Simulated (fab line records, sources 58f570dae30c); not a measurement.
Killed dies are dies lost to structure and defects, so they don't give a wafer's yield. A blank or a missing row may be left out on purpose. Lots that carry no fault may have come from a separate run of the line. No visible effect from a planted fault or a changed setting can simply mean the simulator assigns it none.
Split-lot trial | flow berkeley-cmos170 | on a route of 331 steps: 5 lots, 23 wafers read

## THE SPLIT
At UCB170_ACTIVE_CVD_05 (deposits Si3N4 from SiH2Cl2/NH3, target thk 220 nm, time 3300 s), the setting pressure-mtorr was moved away from the recipe's 200 mTorr on 15 of the 23 wafers read, by -4.7% to +11.8%. The other wafers ran this setting at the recipe's value.

The reading comes from the split's own step.

## THE READING
Si3N4_of_ACTIVE_CVD_05.thk-nm (the simulator's own value, which no gauge read), in nm, at UCB170_ACTIVE_CVD_05 (deposits Si3N4 from SiH2Cl2/NH3, target thk 220 nm, time 3300 s). There is no usual value for it anywhere in the file. Here, 8 wafers ran the recipe; their average is 219.9 nm with a standard deviation of 2.5 nm.

wafer  | tool, chamber at the split | pressure-mtorr as run, mTorr | against the recipe | Si3N4_of_ACTIVE_CVD_05.thk-nm, nm | against lot-mates on the recipe
L074.1 | -, -                       | 214.5                        | +7.3%              | 225.4                             | no lot-mate on the recipe
L074.3 | -, -                       | 214.5                        | +7.3%              | 224.4                             | no lot-mate on the recipe
L074.4 | -, -                       | 214.5                        | +7.3%              | 225.7                             | no lot-mate on the recipe
L074.5 | -, -                       | 214.5                        | +7.3%              | 226                               | no lot-mate on the recipe
L074.6 | -, -                       | 214.5                        | +7.3%              | 225.9                             | no lot-mate on the recipe
L075.1 | -, -                       | 200                          | recipe             | 219                               | -
L075.3 | -, -                       | 200                          | recipe             | 218.6                             | -
L075.4 | -, -                       | 200                          | recipe             | 217.6                             | -
L075.5 | -, -                       | 200                          | recipe             | 216.2                             | -
L075.6 | -, -                       | 200                          | recipe             | 219.6                             | -
L076.2 | -, -                       | 223.6                        | +11.8%             | 228.3                             | no lot-mate on the recipe
L076.3 | -, -                       | 223.6                        | +11.8%             | 227                               | no lot-mate on the recipe
L076.4 | -, -                       | 223.6                        | +11.8%             | 229.5                             | no lot-mate on the recipe
L076.5 | -, -                       | 223.6                        | +11.8%             | 227.3                             | no lot-mate on the recipe
L076.6 | -, -                       | 223.6                        | +11.8%             | 227.5                             | no lot-mate on the recipe
L081.2 | lpcvd-02, 0                | 200                          | recipe             | 224                               | -
L081.3 | lpcvd-02, 0                | 200                          | recipe             | 222.7                             | -
L081.4 | lpcvd-02, 0                | 200                          | recipe             | 221.9                             | -
L085.1 | -, -                       | 190.5                        | -4.7%              | 216.9                             | no lot-mate on the recipe
L085.2 | -, -                       | 190.5                        | -4.7%              | 215.8                             | no lot-mate on the recipe
L085.3 | -, -                       | 190.5                        | -4.7%              | 215.5                             | no lot-mate on the recipe
L085.4 | -, -                       | 190.5                        | -4.7%              | 214.5                             | no lot-mate on the recipe
L085.6 | -, -                       | 190.5                        | -4.7%              | 213.8                             | no lot-mate on the recipe

THE FIT
A straight line over all 23 wafers: Si3N4_of_ACTIVE_CVD_05.thk-nm changes by +0.758 nm for each +1% of pressure-mtorr; r = +0.94; the points scatter about the line by 1.8 nm.
Too few moved wafers with a lot-mate on the recipe to fit a line net of each lot's own level.

## FILE'S OWN FIT
Si3N4_of_ACTIVE_CVD_05.thk-nm changes by +0.757 nm for each +1% of pressure-mtorr, r = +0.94.
